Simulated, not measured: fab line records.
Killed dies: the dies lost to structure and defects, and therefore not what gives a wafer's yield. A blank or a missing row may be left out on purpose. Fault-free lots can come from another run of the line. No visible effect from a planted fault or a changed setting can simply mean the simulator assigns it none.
A struck lot beside a sound one    flow berkeley-cmos170    17 steps out of a route of 331
Sound: wafers L371.1, L371.2, L371.6. The struck wafers were L383.4, L383.5, L383.6. The cause is given at the end.
At each step with rows: each side's tool, then ch and its chambers, then its first start. Under that, the readings that differ: sound wafers    struck wafers    difference of the means    sigmas: that difference in standard deviations of wafers without a fault.
alike: a reading whose means differ by less than 2 such deviations, as well as words and numbers matching on both sides. not compared: withheld readings; readings where some wafer has no value; bounds like >300 that might hide an equal value; numbers whose values overlap and for which the record gives no deviation.
A row with sigmas, a row that says differs or no value, or rows on one side alone: a step with any of these is where the two part. When numbers do not overlap yet have no deviation, they are printed without sigmas and do not part them. A reading that every wafer of one side lacks parts them only if that side has two wafers or more.

UCB170_NVT_OVL_MEAS_06:
  sound on overlay-02 at day 7 06:48; struck on overlay-01 at day 9 08:37
  alike: NVT_OVL
then, 1 step without rows for these wafers: UCB170_NVT_IMPLANT_07.
UCB170_NVT_STRIP_08: strips in O2.
  sound on plasma-asher-04 ch 0,1, day 7 06:59; struck on plasma-asher-01 ch 0,1, day 9 08:49
  alike: drypump-motor-current-A, oes-product-au, strip-time-to-endpoint-s
  not compared: rf-hours-counter-h
UCB170_NVT_TW_MEAS_09:
  sound on film-metro-04 at day 7 07:05; struck on film-metro-04 at day 9 08:55
  alike: NVT_TW
then, 7 steps without rows for these wafers: UCB170_NVT_CLEAN_10 (cleans in SPM, time 600 s); UCB170_PVT_HMDS_00 (prime time 60 s); UCB170_PVT_COAT_01 (resist thk 900 nm); UCB170_PVT_SOFTBAKE_02 (time 60 s); UCB170_PVT_EXPOSE_03 (exposes mask NWELL, target cd 3000 nm); UCB170_PVT_PEB_04; UCB170_PVT_DEVELOP_05 (develop time 45 s).
UCB170_PVT_OVL_MEAS_06:
  sound on overlay-01 at day 7 09:25; struck on overlay-02 at day 9 10:08
reading       sound       struck  difference  sigmas
PVT_OVL (nm)  -12 -11 -9  8 11 6  +19         +3
UCB170_PVT_IMPLANT_07:
  sound on implanter-03 ch 0, day 7 09:28; struck on implanter-04 ch 0, day 9 10:14
reading             sound                             struck                            difference   sigmas
dose-ions-cm2       1.9999e+12 1.9973e+12 1.9968e+12  1.5597e+12 1.5622e+12 1.5642e+12  -4.3597e+11  -99 or more
faraday-current-uA  6.33 6.34 6.56                    5.05 5.05 5.00                    -1.38        -11
  alike: beam-energy-keV, tilt-deg
UCB170_PVT_STRIP_08: strips in O2.
  sound on plasma-asher-03 ch 0,1, day 7 09:37; struck on plasma-asher-02 ch 0,1, day 9 10:20
  alike: drypump-motor-current-A, oes-product-au, strip-time-to-endpoint-s
  not compared: rf-hours-counter-h
UCB170_PVT_TW_MEAS_09:
  sound on film-metro-01 at day 7 09:43; struck on film-metro-02 at day 9 10:26
reading  sound        struck       difference  sigmas
PVT_TW   510 507 509  466 465 464  -44         -11
then, 1 step without rows for these wafers: UCB170_GATE_WET_ETCH_00 (etches SiO2 in dHF, time 200 s).
-- the record jumps here: 3 days lie between the struck wafers' starts before and after (it left off in module GATE and takes up again in module M3, whose first step shown is number 331 of the route) --
UCB170_M3_PROBE_99:
  sound on prober-01 at day 9 15:59; struck on prober-02 at day 12 01:07
reading                               sound                 struck         difference  sigmas
model.etest.pmos_0p35.off-log10-a-um  -11.28 -11.18 -11.26  -10.68 -10.66  +0.57       
  not compared: model.etest.pmos_0p6.r-on-ohm-um, model.etest.pmos_0p35.r-on-ohm-um, model.etest.pmos-turned.drive-ua-um, model.etest.pmos_0p35.drive-ua-um, model.etest.pmos_0p6.drive-ua-um, model.etest.pmos-narrow.drive-ua-um, model.etest.pmos_0p35.swing-mv-dec

## WHERE THEY PART
Last at UCB170_PVT_TW_MEAS_09 as far as this record goes, first at UCB170_PVT_OVL_MEAS_06.

WHY: the cause the simulator had injected
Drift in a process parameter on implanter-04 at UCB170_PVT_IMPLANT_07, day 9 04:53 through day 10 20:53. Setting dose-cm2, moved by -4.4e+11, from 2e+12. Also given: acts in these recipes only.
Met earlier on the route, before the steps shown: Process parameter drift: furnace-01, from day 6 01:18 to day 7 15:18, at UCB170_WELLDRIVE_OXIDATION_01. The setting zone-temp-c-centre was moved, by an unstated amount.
